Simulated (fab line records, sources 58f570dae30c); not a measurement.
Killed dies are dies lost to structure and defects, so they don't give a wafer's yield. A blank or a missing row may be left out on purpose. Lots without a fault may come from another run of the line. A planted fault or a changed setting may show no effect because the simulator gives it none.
Which tool did it? | flow berkeley_cmos170 | 15 lots, 45 wafers sampled, at 6 steps of a route of 331

WHAT THE GAUGES READ, wafer by wafer
UCB170_NWELL_OVL_MEAS_12.
lot  | measured    | on         | NWELL_OVL (nm)
L431 | day 2 11:37 | overlay-01 | 1 7 4
L430 | day 2 11:50 | overlay-02 | -6 4 -3
L432 | day 3 01:17 | overlay-02 | 8 -1 -6
L433 | day 3 07:54 | overlay-01 | 3 -6 2
L434 | day 3 14:01 | overlay-02 | -3 -11 9
L435 | day 3 14:05 | overlay-02 | 17 1 14
L437 | day 3 21:40 | overlay-02 | 3 3 3
L438 | day 4 05:37 | overlay-02 | 7 4 10
L439 | day 4 05:54 | overlay-01 | 3 5 -1
L440 | day 4 22:02 | overlay-01 | -1 2 4
L441 | day 4 22:09 | overlay-01 | 3 10 9
L445 | day 5 17:25 | overlay-02 | -10 -10 -5
L447 | day 6 02:07 | overlay-01 | 3 12 7
L450 | day 6 20:40 | overlay-01 | 3 5 12
L453 | day 7 04:30 | overlay-01 | 1 4 -3

UCB170_GATE_THK_MEAS_05.
lot  | measured     | on            | GATE_POLY_THK (nm)
L431 | day 7 01:05  | film_metro-01 | 213.5 214.5 214.7
L430 | day 7 01:04  | film_metro-02 | 213.4 213.5 213.2
L432 | day 7 12:49  | film_metro-02 | 215.5 216.1 216.7
L433 | day 8 02:57  | film_metro-01 | 212.9 213.3 215.5
L434 | day 8 02:58  | film_metro-02 | 213.2 212.7 214.1
L435 | day 8 02:57  | film_metro-04 | 215.1 213.5 212.4
L437 | day 8 16:14  | film_metro-02 | 215.5 216.6 218.4
L438 | day 9 00:56  | film_metro-04 | 213.1 213.8 212.9
L439 | day 9 00:56  | film_metro-02 | 210.4 212.9 210.0
L440 | day 10 00:28 | film_metro-04 | 431.0 428.5 431.3
L441 | day 9 22:53  | film_metro-02 | 214.5 213.5 214.9
L445 | day 10 04:04 | film_metro-04 | 215.7 216.7 215.7
L447 | day 11 04:08 | film_metro-02 | 426.3 425.2 427.2
L450 | day 11 14:16 | film_metro-02 | 431.5 428.1 431.8
L453 | day 11 21:05 | film_metro-02 | 216.2 214.3 214.1

UCB170_V2_BOW_MEAS_03.
lot  | measured     | on            | V2_BOW (um)
L431 | day 8 14:37  | film_metro-04 | 60 38 40
L430 | day 8 14:55  | film_metro-01 | 39 28 37
L432 | day 8 23:35  | film_metro-01 | 44 39 31
L433 | day 9 13:11  | film_metro-02 | 32 52 35
L434 | day 9 13:23  | film_metro-04 | 40 50 33
L435 | day 9 13:04  | film_metro-01 | 42 38 28
L437 | day 10 02:55 | film_metro-01 | 29 33 32
L438 | day 10 14:40 | film_metro-01 | 39 44 40
L439 | day 10 09:48 | film_metro-04 | 30 36 43
L441 | day 11 11:23 | film_metro-04 | 41 42 41
L445 | day 11 15:10 | film_metro-01 | 29 35 26
L453 | day 13 10:11 | film_metro-02 | 39 40 40

WHICH TOOL RAN EACH LOT (tool, then ch and the chambers of the sampled wafers, then the start)
lot  | UCB170_GATE_CVD_04          | UCB170_GATE_ETCH_15              | UCB170_V1_STRIP_15
L431 | lpcvd-01 ch 1, day 6 23:36  | rie_si-02 ch 0,2, day 7 02:55    | plasma_asher-01 ch 0,1, day 8 11:14
L430 | lpcvd-01 ch 1, day 6 23:36  | rie_si-01 ch 1,2,3, day 7 03:03  | plasma_asher-03 ch 0,1, day 8 11:28
L432 | lpcvd-02 ch 0, day 7 11:24  | rie_si-02 ch 0,3, day 7 14:34    | plasma_asher-01 ch 0,1, day 8 20:05
L433 | lpcvd-02 ch 1, day 8 01:33  | rie_si-01 ch 1,2,3, day 8 04:03  | plasma_asher-01 ch 0,1, day 9 09:24
L434 | lpcvd-02 ch 0, day 8 01:33  | rie_si-01 ch 0,1,3, day 8 04:50  | plasma_asher-03 ch 0,1, day 9 10:00
L435 | lpcvd-02 ch 0, day 8 01:33  | rie_si-02 ch 0,2,3, day 8 04:46  | plasma_asher-01 ch 0,1, day 9 09:46
L437 | lpcvd-02 ch 0, day 8 14:50  | rie_si-01 ch 0,3, day 8 17:37    | plasma_asher-02 ch 0,1, day 9 23:23
L438 | lpcvd-02 ch 0, day 8 23:31  | rie_si-01 ch 0,2, day 9 02:43    | plasma_asher-02 ch 0,1, day 10 09:43
L439 | lpcvd-02 ch 0, day 8 23:31  | rie_si-02 ch 0,1,3, day 9 02:22  | plasma_asher-02 ch 0,1, day 10 05:23
L440 | lpcvd-01 ch 0, day 9 21:29  | rie_si-02 ch 1,3, day 10 01:39   | -
L441 | lpcvd-01 ch 1, day 9 21:29  | rie_si-01 ch 1,2, day 10 00:21   | plasma_asher-03 ch 0, day 11 06:39
L445 | lpcvd-02 ch 1, day 10 02:39 | rie_si-01 ch 1,2, day 10 05:38   | plasma_asher-02 ch 1, day 11 11:27
L447 | lpcvd-01 ch 1, day 10 23:25 | rie_si-01 ch 0,2,3, day 11 07:38 | -
L450 | lpcvd-02 ch 0, day 11 09:55 | rie_si-02 ch 0,1,2, day 11 15:34 | -
L453 | lpcvd-02 ch 1, day 11 18:59 | rie_si-02 ch 1,2,3, day 11 22:31 | plasma_asher-03 ch 0,1, day 13 06:19
- UCB170_GATE_CVD_04: deposits poly-Si from SiH4, time 1440 s, target thk 214 nm.
- UCB170_GATE_ETCH_15: etches poly-Si in HBr/Cl2, stops on SiO2, time 56.3 s, target depth 278.2 nm.
- UCB170_V1_STRIP_15: strips in O2.

WHAT THE TOOLS THEMSELVES READ (means of the sampled wafers that have a number; where no wafer has one, the mark that the record gives instead)
UCB170_GATE_CVD_04.
lot  | tool     | spike_tc_load_C (C)
L431 | lpcvd-01 | 631.8
L430 | lpcvd-01 | 632.1
L432 | lpcvd-02 | 635.6
L433 | lpcvd-02 | 631.7
L434 | lpcvd-02 | 635.0
L435 | lpcvd-02 | 634.3
L437 | lpcvd-02 | 634.1
L438 | lpcvd-02 | 634.5
L439 | lpcvd-02 | 635.1
L440 | lpcvd-01 | 632.3
L441 | lpcvd-01 | 632.0
L445 | lpcvd-02 | 631.4
L447 | lpcvd-01 | 633.4
L450 | lpcvd-02 | 634.7
L453 | lpcvd-02 | 631.7

UCB170_GATE_ETCH_15.
lot  | tool      | drypump_motor_current_A (A) | oes_product_au (a.u.) | rf_fwd_power_W (W) | throttle_valve_pct (%)
L431 | rie_si-02 | 5.2                         | 0.836                 | 296.0              | 26.36
L430 | rie_si-01 | 5.2                         | 0.829                 | 297.1              | 26.52
L432 | rie_si-02 | 5.4                         | 0.830                 | 296.1              | 26.27
L433 | rie_si-01 | 5.2                         | 0.828                 | 296.6              | 26.51
L434 | rie_si-01 | 5.2                         | 0.835                 | 296.8              | 26.38
L435 | rie_si-02 | 5.2                         | 0.827                 | 297.3              | 26.46
L437 | rie_si-01 | 5.1                         | 0.849                 | 296.1              | 26.19
L438 | rie_si-01 | 6.0                         | 0.818                 | 295.8              | 26.70
L439 | rie_si-02 | 5.5                         | 0.820                 | 297.8              | 26.36
L440 | rie_si-02 | 5.6                         | 0.991                 | 297.8              | 26.43
L441 | rie_si-01 | 5.6                         | 0.819                 | 297.1              | 26.76
L445 | rie_si-01 | 5.3                         | 0.842                 | 296.5              | 26.71
L447 | rie_si-01 | 5.6                         | 0.996                 | 296.7              | 26.42
L450 | rie_si-02 | 5.3                         | 1.002                 | 298.1              | 26.46
L453 | rie_si-02 | 5.4                         | 0.832                 | 298.0              | 26.54

UCB170_V1_STRIP_15.
lot  | tool            | drypump_motor_current_A (A) | oes_product_au (a.u.) | strip_time_to_endpoint_s (s)
L431 | plasma_asher-01 | 5.25                        | 0.721                 | 15.45
L430 | plasma_asher-03 | 5.89                        | 0.728                 | 15.28
L432 | plasma_asher-01 | 5.28                        | 0.725                 | 15.36
L433 | plasma_asher-01 | 5.25                        | 0.722                 | 15.36
L434 | plasma_asher-03 | 5.67                        | 0.719                 | 15.41
L435 | plasma_asher-01 | 5.47                        | 0.719                 | 15.39
L437 | plasma_asher-02 | 5.52                        | 0.721                 | 15.27
L438 | plasma_asher-02 | 5.51                        | 0.722                 | 15.32
L439 | plasma_asher-02 | 5.51                        | 0.718                 | 15.31
L441 | plasma_asher-03 | 5.45                        | 0.722                 | 15.22
L445 | plasma_asher-02 | 5.44                        | 0.720                 | 15.28
L453 | plasma_asher-03 | 5.66                        | 0.719                 | 15.38

THE ANSWER, worked out from the rows above alone
Rule: what is usual is taken from the lots themselves. Put in order of their means at a reading, lots are off if they are a third of the lots or fewer, leave a main group of 4 or more, and stand apart from it by a gap of 3 or more times the standard deviation of the main group's means; of several such gaps the widest counts. A main group whose means are all the same, to the digits that the tables above print for the reading, isn't used. A lot without any number at a reading at which 4 lots or more have one is off too. The other lots that the step has rows for count as sound. The gauges are gone through in route order, then the tools' own readings, and for those a lot's mean is taken as printed above. The first step at which some lot is off is used, and at that step the reading that is off furthest; a lot without a number counts as furthest.
Off: L440, L447, L450, at UCB170_GATE_THK_MEAS_05 (GATE_POLY_THK). The main group: mean 214.2 nm, standard deviation 1.5.
A tool fits if, at a process step before that reading, it ran every lot that is off, and no sound lot after the first of them. The gauges at UCB170_GATE_THK_MEAS_05 aren't tried: what is off there is off at UCB170_GATE_ETCH_15 too, on other tools, and a gauge's error can't cause that. None of those tried fits.

WHAT THE SIMULATOR HAD PUT IN
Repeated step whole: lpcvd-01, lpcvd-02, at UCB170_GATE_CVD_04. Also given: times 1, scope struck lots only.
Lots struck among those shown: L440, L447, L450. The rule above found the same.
